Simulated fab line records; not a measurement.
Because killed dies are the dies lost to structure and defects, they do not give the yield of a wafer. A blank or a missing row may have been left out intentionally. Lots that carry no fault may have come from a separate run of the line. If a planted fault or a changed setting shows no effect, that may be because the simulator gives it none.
The tool behind it: which one?    flow berkeleyCmos170    15 lots, 45 wafers sampled, at 3 steps of a route of 331

== WHAT EACH GAUGE READ, for each wafer ==
UCB170_SDANNEAL_RS_MEAS_03: measures by four-point-probe.
lot   measured      on            NSD_RS (ohm/sq)
L329  day 7 00:40   filmMetro-04  37.05 36.97 37.17
L331  day 7 14:05   filmMetro-02  37.09 37.14 37.15
L330  day 7 17:05   filmMetro-04  37.40 37.20 37.22
L332  day 8 01:21   filmMetro-01  37.14 37.16 37.05
L335  day 8 17:58   filmMetro-01  37.06 37.00 37.03
L336  day 8 21:11   filmMetro-01  37.19 37.18 37.09
L339  day 9 00:19   filmMetro-01  37.08 37.15 37.09
L337  day 9 02:43   filmMetro-01  37.06 36.90 36.97
L342  day 9 12:29   filmMetro-04  37.06 37.14 37.10
L346  day 10 00:56  filmMetro-02  37.05 37.08 37.07
L347  day 10 07:31  filmMetro-02  37.14 37.14 37.10
L349  day 10 21:26  filmMetro-02  36.99 37.08 37.06
L348  day 10 21:57  filmMetro-02  37.02 37.13 37.08
L352  day 11 03:04  filmMetro-02  37.03 37.00 37.10
L351  day 11 03:05  filmMetro-01  37.24 37.10 37.08

UCB170_V1_CD_MEAS_12 targets a cd of 700 nm.
lot   measured      on        cdNm (nm)
L329  day 7 16:47   cdSem-02  700.2 700.9 698.8
L331  day 8 02:34   cdSem-02  698.6 698.3 698.8
L330  day 8 08:57   cdSem-01  701.3 702.8 700.1
L332  day 8 15:47   cdSem-01  701.4 701.2 700.1
L335  day 9 10:58   cdSem-01  700.4 699.8 698.4
L336  day 9 11:46   cdSem-01  701.5 700.9 700.2
L339  day 9 16:25   cdSem-02  699.7 700.3 700.1
L337  day 9 16:50   cdSem-01  702.1 700.9 701.7
L342  day 10 04:19  cdSem-02  703.4 701.3 702.5
L346  day 10 15:28  cdSem-02  699.8 699.2 700.1
L347  day 11 00:20  cdSem-01  700.1 699.0 698.6
L349  day 11 10:53  cdSem-01  699.9 700.8 699.8
L348  day 11 10:57  cdSem-02  699.5 698.9 700.1
L352  day 11 19:11  cdSem-01  699.4 699.3 699.3
L351  day 11 20:03  cdSem-01  701.8 702.3 701.1

== EACH LOT AND THE TOOL THAT RAN IT (in order: tool; ch and the chambers of the sampled wafers; start) ==
lot   UCB170_CONTACT_STRIP_19
L329  plasmaAsher-01 ch 0,1, day 7 08:50
L331  plasmaAsher-01 ch 0,1, day 7 18:53
L330  plasmaAsher-02 ch 0,1, day 7 23:43
L332  plasmaAsher-01 ch 0,1, day 8 08:34
L335  plasmaAsher-01 ch 0,1, day 9 01:02
L336  plasmaAsher-03 ch 0,1, day 9 03:50
L339  plasmaAsher-03 ch 0,1, day 9 06:05
L337  plasmaAsher-02 ch 0,1, day 9 08:24
L342  plasmaAsher-02 ch 0, day 9 17:31
L346  plasmaAsher-01 ch 0,1, day 10 06:22
L347  plasmaAsher-02 ch 0,1, day 10 14:17
L349  plasmaAsher-03 ch 0,1, day 11 02:35
L348  plasmaAsher-03 ch 0,1, day 11 03:46
L352  plasmaAsher-03 ch 0,1, day 11 10:26
L351  plasmaAsher-03 ch 0,1, day 11 10:50
- UCB170_CONTACT_STRIP_19: strips in O2.

== WHAT THE TOOLS THEMSELVES READ (means of the sampled wafers that have a number; where no wafer has one, the mark that the record gives instead) ==
UCB170_CONTACT_STRIP_19.
lot   tool            chamberPressureMTorr (mTorr)  drypumpMotorCurrentA (A)  oesProductAu (a.u.)
L329  plasmaAsher-01  3502                          6.03                      0.726
L331  plasmaAsher-01  3499                          5.77                      0.722
L330  plasmaAsher-02  3500                          5.97                      0.733
L332  plasmaAsher-01  3498                          5.82                      0.724
L335  plasmaAsher-01  3500                          5.79                      0.727
L336  plasmaAsher-03  3502                          6.11                      0.725
L339  plasmaAsher-03  3501                          6.15                      0.723
L337  plasmaAsher-02  3499                          5.94                      0.722
L342  plasmaAsher-02  3501                          6.03                      0.727
L346  plasmaAsher-01  3500                          6.01                      0.727
L347  plasmaAsher-02  3499                          5.94                      0.723
L349  plasmaAsher-03  3498                          5.94                      0.727
L348  plasmaAsher-03  3502                          6.14                      0.729
L352  plasmaAsher-03  3502                          5.93                      0.726
L351  plasmaAsher-03  3502                          6.13                      0.723

== THE ANSWER, worked out from the rows above alone ==
Rule: usual is defined by the lots themselves. The widest of any qualifying gaps counts: lots, ordered by their means at a reading, are off when they make up no more than a third of the lots, leave a main group of 4 or more, and stand apart from it by 3 or more times the standard deviation of that group's means. If all means in a main group match to the digits the tables above print for the reading, that group is not used. A lot without any number at a reading at which 4 lots or more have one is off too. The other lots that the step has rows for count as sound. After the gauges, taken in route order, come the tools' own readings; for these a lot's mean is taken, as printed above. At the first step where some lot is off, the reading lying furthest off is the one used; lots without a number count as furthest.
No lot is off at any reading shown: from this, nothing can be told.

== WHAT HAD BEEN PUT IN BY THE SIMULATOR ==
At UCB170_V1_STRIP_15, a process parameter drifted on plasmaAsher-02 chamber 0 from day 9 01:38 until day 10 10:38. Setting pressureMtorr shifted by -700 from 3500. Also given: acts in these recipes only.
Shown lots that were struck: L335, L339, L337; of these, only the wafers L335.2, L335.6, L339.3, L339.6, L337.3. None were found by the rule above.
